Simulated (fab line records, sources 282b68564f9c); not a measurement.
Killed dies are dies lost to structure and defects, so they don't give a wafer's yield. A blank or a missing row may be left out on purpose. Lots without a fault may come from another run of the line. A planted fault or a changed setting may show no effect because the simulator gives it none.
Split-lot experiment | flow rit_cmos | 5 lots, 23 wafers read, on a route of 202 steps

THE SPLIT
At RIT_CONTACT_ETCH_11 (etches SiO2 in CHF3/CF4/Ar, stops on TiSi2, target depth 480 nm, time 320 s), the setting time_s was moved away from the recipe's 320 s on 9 of the 23 wafers read, by +10.3% to +13.1%. The other wafers ran this setting at the recipe's value.

The reading is taken at the split's own step.

THE READING
NOVOLAK_of_CONTACT_COAT_03.thk_nm (the simulator's own value, which no gauge read), in nm, at RIT_CONTACT_ETCH_11 (etches SiO2 in CHF3/CF4/Ar, stops on TiSi2, target depth 480 nm, time 320 s). The file gives no usual value for it. The 14 wafers here that ran the recipe average 770.2 nm, standard deviation 3.4 nm.

wafer  | tool, chamber at the split | time_s as run, s | against the recipe | NOVOLAK_of_CONTACT_COAT_03.thk_nm, nm | against lot-mates on the recipe
L076.1 | rie_diel-02, 0             | 320              | recipe             | 767.1                                 | -
L076.2 | rie_diel-02, 3             | 320              | recipe             | 774                                   | -
L076.4 | rie_diel-02, 1             | 320              | recipe             | 777                                   | -
L076.5 | rie_diel-02, 3             | 320              | recipe             | 772.1                                 | -
L076.6 | rie_diel-02, 0             | 320              | recipe             | 767.9                                 | -
L078.1 | rie_diel-01, 3             | 352.9            | +10.3%             | 755.9                                 | -13.6
L078.2 | rie_diel-01, 1             | 320              | recipe             | 770.1                                 | -
L078.3 | rie_diel-01, 2             | 352.9            | +10.3%             | 755.3                                 | -14.2
L078.5 | rie_diel-01, 2             | 352.9            | +10.3%             | 752.7                                 | -16.8
L078.6 | rie_diel-01, 1             | 320              | recipe             | 768.9                                 | -
L079.1 | rie_diel-02, 1             | 320              | recipe             | 774.4                                 | -
L079.2 | rie_diel-02, 3             | 320              | recipe             | 767.8                                 | -
L079.6 | rie_diel-02, 1             | 320              | recipe             | 772.9                                 | -
L080.1 | rie_diel-04, 3             | 320              | recipe             | 770.5                                 | -
L080.2 | rie_diel-04, 2             | 361.8            | +13.1%             | 757.3                                 | -10.6
L080.4 | rie_diel-04, 0             | 361.8            | +13.1%             | 750.4                                 | -17.5
L080.5 | rie_diel-04, 0             | 320              | recipe             | 765.3                                 | -
L080.6 | rie_diel-04, 3             | 361.8            | +13.1%             | 754.8                                 | -13.1
L082.1 | rie_diel-04, 0             | 359              | +12.2%             | 752.5                                 | -14.9
L082.2 | rie_diel-04, 2             | 320              | recipe             | 769.8                                 | -
L082.3 | rie_diel-04, 3             | 359              | +12.2%             | 759.1                                 | -8.3
L082.4 | rie_diel-04, 1             | 359              | +12.2%             | 757.7                                 | -9.7
L082.6 | rie_diel-04, 0             | 320              | recipe             | 765                                   | -

THE FIT
A straight line over all 23 wafers: NOVOLAK_of_CONTACT_COAT_03.thk_nm changes by -1.26 nm for each +1% of time_s; r = -0.91; the points scatter about the line by 3.4 nm.
The same after taking each lot's own level away (the mean of its wafers on the recipe; 23 wafers): -1.09 nm for each +1%; r = -0.89; scatter 3.3 nm.
On that fit, the largest move of time_s shifts the reading by 14 nm.
The lots' own levels span 767.40 to 771.70 nm, that is 1.3 times the standard deviation above.
So the lot-to-lot level changes the slope: the two fits differ.
Check: with one of the wafers moved furthest among these (+13.1%) left out of the fit, the line predicts -14.9 nm for it against its lot-mates. It came out at -10.6 nm against them.

OTHER SPLITS ON THESE WAFERS
These wafers also went through other splits before the reading. Each is held against what the fit with the lots' levels taken away leaves over:
other split on the same wafers | wafers away from the commonest value | r with NOVOLAK_of_CONTACT_COAT_03.thk_nm (lot level and that fit taken away)
RIT_NSD_COAT_01 spin_rpm       | 10                                   | +0.17
RIT_PSD_IMPLANT_08 energy_kev  | 7                                    | +0.05
RIT_CONTACT_CVD_00 time_s      | 8                                    | +0.00

THE FILE'S OWN FIT
NOVOLAK_of_CONTACT_COAT_03.thk_nm changes by -1.1 nm for each +1% of time_s, r = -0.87.
